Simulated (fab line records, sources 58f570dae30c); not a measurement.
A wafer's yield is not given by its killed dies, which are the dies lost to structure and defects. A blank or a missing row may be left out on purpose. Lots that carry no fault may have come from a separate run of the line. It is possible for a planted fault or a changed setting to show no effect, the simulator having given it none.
Which tool is to blame?    flow berkeley-cmos170    39 wafers from 13 lots sampled at 2 of the route's 331 steps

== WHAT THE GAUGES SHOWED, per wafer ==
UCB170_PWELL_OVL_MEAS_13. Usual: PWELL_OVL gives 1 nm (standard deviation 5).
lot   measured     on          PWELL_OVL (nm)  flag
L413  day 3 08:48  overlay-02  4 3 3           
L415  day 3 15:43  overlay-02  4 -1 0          
L414  day 3 15:44  overlay-01  -1 -3 5         
L416  day 3 15:59  overlay-01  -2 8 0          
L417  day 4 05:03  overlay-01  3 2 -1          
L418  day 4 09:39  overlay-02  10 7 4          
L420  day 4 18:50  overlay-02  2 5 6           
L421  day 5 04:23  overlay-02  2 6 -5          
L422  day 5 09:55  overlay-01  9 1 2           
L424  day 5 10:23  overlay-02  -1 6 0          
L423  day 5 11:40  overlay-02  7 2 -9          
L429  day 6 14:31  overlay-02  10 13 5         
L430  day 6 17:21  overlay-01  -9 -8 -9        

UCB170_ACTIVE_CD_MEAS_13 targets a cd of 1200 nm. Usual: 1200.6 nm for cd-nm, sd 1.3.
lot   measured     on         cd-nm (nm)            flag
L413  day 4 16:35  cd-sem-02  1200.6 1201.7 1200.9  
L415  day 4 23:59  cd-sem-02  1199.1 1199.5 1200.2  
L414  day 4 23:38  cd-sem-01  1201.2 1200.8 1200.9  
L416  day 4 23:52  cd-sem-02  1201.3 1201.5 1201.9  
L417  day 5 07:18  cd-sem-01  1200.6 1200.8 1199.4  
L418  day 5 07:08  cd-sem-02  1201.7 1201.6 1202.8  
L420  day 5 21:31  cd-sem-02  1204.1 1203.3 1204.4  
L421  day 6 10:53  cd-sem-02  1200.9 1200.8 1202.2  
L422  day 6 20:47  cd-sem-01  1198.8 1199.0 1198.9  
L424  day 6 20:54  cd-sem-01  1200.8 1200.9 1200.6  
L423  day 6 20:08  cd-sem-02  1201.3 1201.8 1202.1  
L429  day 7 16:13  cd-sem-02  1199.7 1199.2 1198.1  
L430  day 7 21:32  cd-sem-01  1202.8 1202.0 1201.7  

== TOOL THAT RAN EACH LOT (tool first, then ch and the chambers of the sampled wafers, then the start) ==
Record: no process step prior to these readings.

== WHAT THE TOOLS THEMSELVES READ (means of the sampled wafers that have a number; where no wafer has one, the mark that the record gives instead) ==
The record holds no such reading with a usual standard deviation.

== THE ANSWER, worked out from the rows above alone ==
Rule: lot off if the mean of its wafers having a number is beyond 3 standard deviations from the usual mean. A lot without any number at a reading at which 4 lots or more have one is off too. Where the step has rows for the other lots, those lots are counted as sound. After the gauges, taken in route order, come the tools' own readings; for these a lot's mean is taken, as printed above. The first step at which some lot is off is used, and at that step the reading that is off furthest; a lot without a number counts as furthest.
No lot is off on any of the readings shown, so nothing can be concluded from this.

== WHAT WAS PUT IN BY THE SIMULATOR ==
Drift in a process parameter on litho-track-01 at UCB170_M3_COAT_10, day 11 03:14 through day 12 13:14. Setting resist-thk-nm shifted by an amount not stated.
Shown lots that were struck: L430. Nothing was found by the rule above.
